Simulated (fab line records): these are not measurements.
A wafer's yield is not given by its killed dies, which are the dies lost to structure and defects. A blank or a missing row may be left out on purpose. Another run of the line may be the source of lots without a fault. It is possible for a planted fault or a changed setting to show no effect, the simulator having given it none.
Struck lot and sound lot, side by side :: flow berkeley_cmos170 :: 45 out of 331 route steps
Sound: wafers L796.1, L796.5, L796.6. The struck wafers were L801.2, L801.3, L801.4. Last of all comes the cause.
Per side, at each step with rows, come the tool, then ch with its chambers, and then its first start. Under that, the readings that differ: sound wafers :: struck wafers :: difference of the means :: sigmas: that difference in standard deviations of wafers without a fault.
alike: a reading whose means differ by less than 2 such deviations, as well as words and numbers matching on both sides. not compared: withheld readings; readings where some wafer has no value; bounds like >300 that might hide an equal value; numbers whose values overlap and for which the record gives no deviation.
The two part at a step that has a row with sigmas, a row that says differs or no value, or rows on one side only. Numbers that don't overlap but have no deviation are shown without sigmas and don't part them. A reading that every wafer of one side lacks parts them only if that side has two wafers or more.

UCB170_GATE_STRIP_16: strips in O2.
  sound on plasma_asher-04 ch 0,1, day 7 01:34; struck on plasma_asher-01 ch 0,1, day 8 07:39
reading: drypump_motor_current_A (A)
sound: 6.11 5.89 6.10
struck: 5.45 5.44 5.56
difference: -0.55
sigmas: -2
  alike: oes_product_au
  not compared: rf_hours_counter_h
UCB170_GATE_CD_MEAS_90 targets a cd of 350 nm.
  sound on cd_sem-02, day 7 01:40; struck on cd_sem-01, day 8 07:46
  alike: cd_nm
then, 7 steps without rows for these wafers: UCB170_GATE_CLEAN_17 (cleans in SPM, time 600 s); UCB170_PLDD_HMDS_00 (prime time 60 s); UCB170_PLDD_COAT_01 (resist thk 900 nm); UCB170_PLDD_SOFTBAKE_02 (time 60 s); UCB170_PLDD_EXPOSE_03 (exposes mask PSELECT, target cd 1200 nm); UCB170_PLDD_PEB_04; UCB170_PLDD_DEVELOP_05 (develop time 45 s).
UCB170_PLDD_CD_MEAS_06 targets a cd of 1200 nm.
  sound on cd_sem-02, day 7 02:58; struck on cd_sem-02, day 8 09:31
  alike: cd_nm
UCB170_PLDD_OVL_MEAS_07:
  sound on overlay-01, day 7 03:05; struck on overlay-02, day 8 09:37
  alike: PLDD_OVL
then, 1 step without rows for these wafers: UCB170_PLDD_IMPLANT_08.
UCB170_PLDD_IMPLANT_09:
  sound on implanter-04 ch 0, day 7 03:16; struck on implanter-02 ch 0, day 8 09:49
reading: dose_ions_cm2
sound: 5.008e+13 4.998e+13 4.997e+13
struck: 4.803e+13 4.787e+13 4.792e+13
difference: -2.070e+12
sigmas: -38
UCB170_PLDD_STRIP_10: strips in O2.
  sound on plasma_asher-02 ch 0,1, day 7 03:25; struck on plasma_asher-01 ch 0,1, day 8 09:56
  alike: drypump_motor_current_A, oes_product_au, strip_time_to_endpoint_s
  not compared: rf_hours_counter_h
UCB170_PLDD_TW_MEAS_11:
  sound on film_metro-03, day 7 03:31; struck on film_metro-04, day 8 10:03
  alike: PLDD_TW
then, 7 steps without rows for these wafers: UCB170_PLDD_CLEAN_12 (cleans in SPM, time 600 s); UCB170_NLDD_HMDS_00 (prime time 60 s); UCB170_NLDD_COAT_01 (resist thk 900 nm); UCB170_NLDD_SOFTBAKE_02 (time 60 s); UCB170_NLDD_EXPOSE_03 (exposes mask NSELECT, target cd 1200 nm); UCB170_NLDD_PEB_04; UCB170_NLDD_DEVELOP_05 (develop time 45 s).
UCB170_NLDD_CD_MEAS_06 targets a cd of 1200 nm.
  sound on cd_sem-01, day 7 04:53; struck on cd_sem-02, day 8 11:18
  alike: cd_nm
UCB170_NLDD_OVL_MEAS_07:
  sound on overlay-02, day 7 05:00; struck on overlay-01, day 8 11:25
  alike: NLDD_OVL
then, 2 steps without rows for these wafers: UCB170_NLDD_IMPLANT_08; UCB170_NLDD_IMPLANT_09.
UCB170_NLDD_STRIP_10: strips in O2.
  sound on plasma_asher-03 ch 0,1, day 7 05:20; struck on plasma_asher-03 ch 0,1, day 8 11:44
  alike: drypump_motor_current_A, oes_product_au, strip_time_to_endpoint_s
  not compared: rf_hours_counter_h
UCB170_NLDD_TW_MEAS_11:
  sound on film_metro-03, day 7 05:26; struck on film_metro-04, day 8 11:51
  alike: NLDD_TW
then, 1 step without rows for these wafers: UCB170_NLDD_CLEAN_12 (cleans in SPM, time 600 s).
UCB170_SPACER_CVD_00: deposits SiO2 from TEOS/O2, target thk 376 nm, time 47 s.
  sound on pecvd-04 ch 0,1, day 7 05:45; struck on pecvd-04 ch 0,1,2, day 8 12:05
  alike: heater_power_w
UCB170_SPACER_THK_MEAS_01:
  sound on film_metro-01, day 7 05:48; struck on film_metro-04, day 8 12:08
  alike: SPACER_TEOS_THK
then, 1 step without rows for these wafers: UCB170_SPACER_ANNEAL_02 (time 1800 s).
UCB170_SPACER_ETCHBACK_03: etches SiO2 in CHF3/CF4/Ar, stops on Si, target depth 376 nm, time 100 s.
  sound on rie_diel-01 ch 0,1,2, day 7 09:39; struck on rie_diel-04 ch 0,1,2, day 8 15:55
  alike: drypump_motor_current_A, oes_product_au, throttle_valve_pct
  not compared: rf_hours_counter_h
then, 6 steps without rows for these wafers: UCB170_PSD_HMDS_00 (prime time 60 s); UCB170_PSD_COAT_01 (resist thk 900 nm); UCB170_PSD_SOFTBAKE_02 (time 60 s); UCB170_PSD_EXPOSE_03 (exposes mask PSELECT MOD, target cd 1200 nm); UCB170_PSD_PEB_04; UCB170_PSD_DEVELOP_05 (develop time 45 s).
UCB170_PSD_CD_MEAS_06 targets a cd of 1200 nm.
  sound on cd_sem-02, day 7 10:46; struck on cd_sem-02, day 8 18:23
  alike: cd_nm
UCB170_PSD_OVL_MEAS_07:
  sound on overlay-01, day 7 10:53; struck on overlay-01, day 8 18:29
  alike: PSD_OVL
then, 1 step without rows for these wafers: UCB170_PSD_IMPLANT_08.
UCB170_SDANNEAL_RS_MEAS_04: measures by four-point-probe.
  sound on film_metro-03, day 7 14:38; struck on film_metro-02, day 8 23:43
reading: PLDD_RS (ohm/sq)
sound: 1029 1028 1031
struck: 1045 1046 1041
difference: +15
sigmas: +4
  not compared: hold
UCB170_SDANNEAL_RS_MEAS_05: measures by four-point-probe.
  sound on film_metro-03, day 7 14:46; struck on film_metro-02, day 9 07:41
reading: hold
sound: - - -
struck: await_dispo/7.6h/release await_dispo/7.6h/release await_dispo/7.6h/release
difference: no value on the sound wafers
sigmas: 
  alike: NLDD_RS
UCB170_M3_PROBE_99:
  only the struck wafers here have rows in the record (prober-02, day 10 04:35); the sound ones have none

WHERE THEY PART
At UCB170_GATE_STRIP_16 first; at UCB170_M3_PROBE_99 last (within this record only).

WHY: what had been put in by the simulator
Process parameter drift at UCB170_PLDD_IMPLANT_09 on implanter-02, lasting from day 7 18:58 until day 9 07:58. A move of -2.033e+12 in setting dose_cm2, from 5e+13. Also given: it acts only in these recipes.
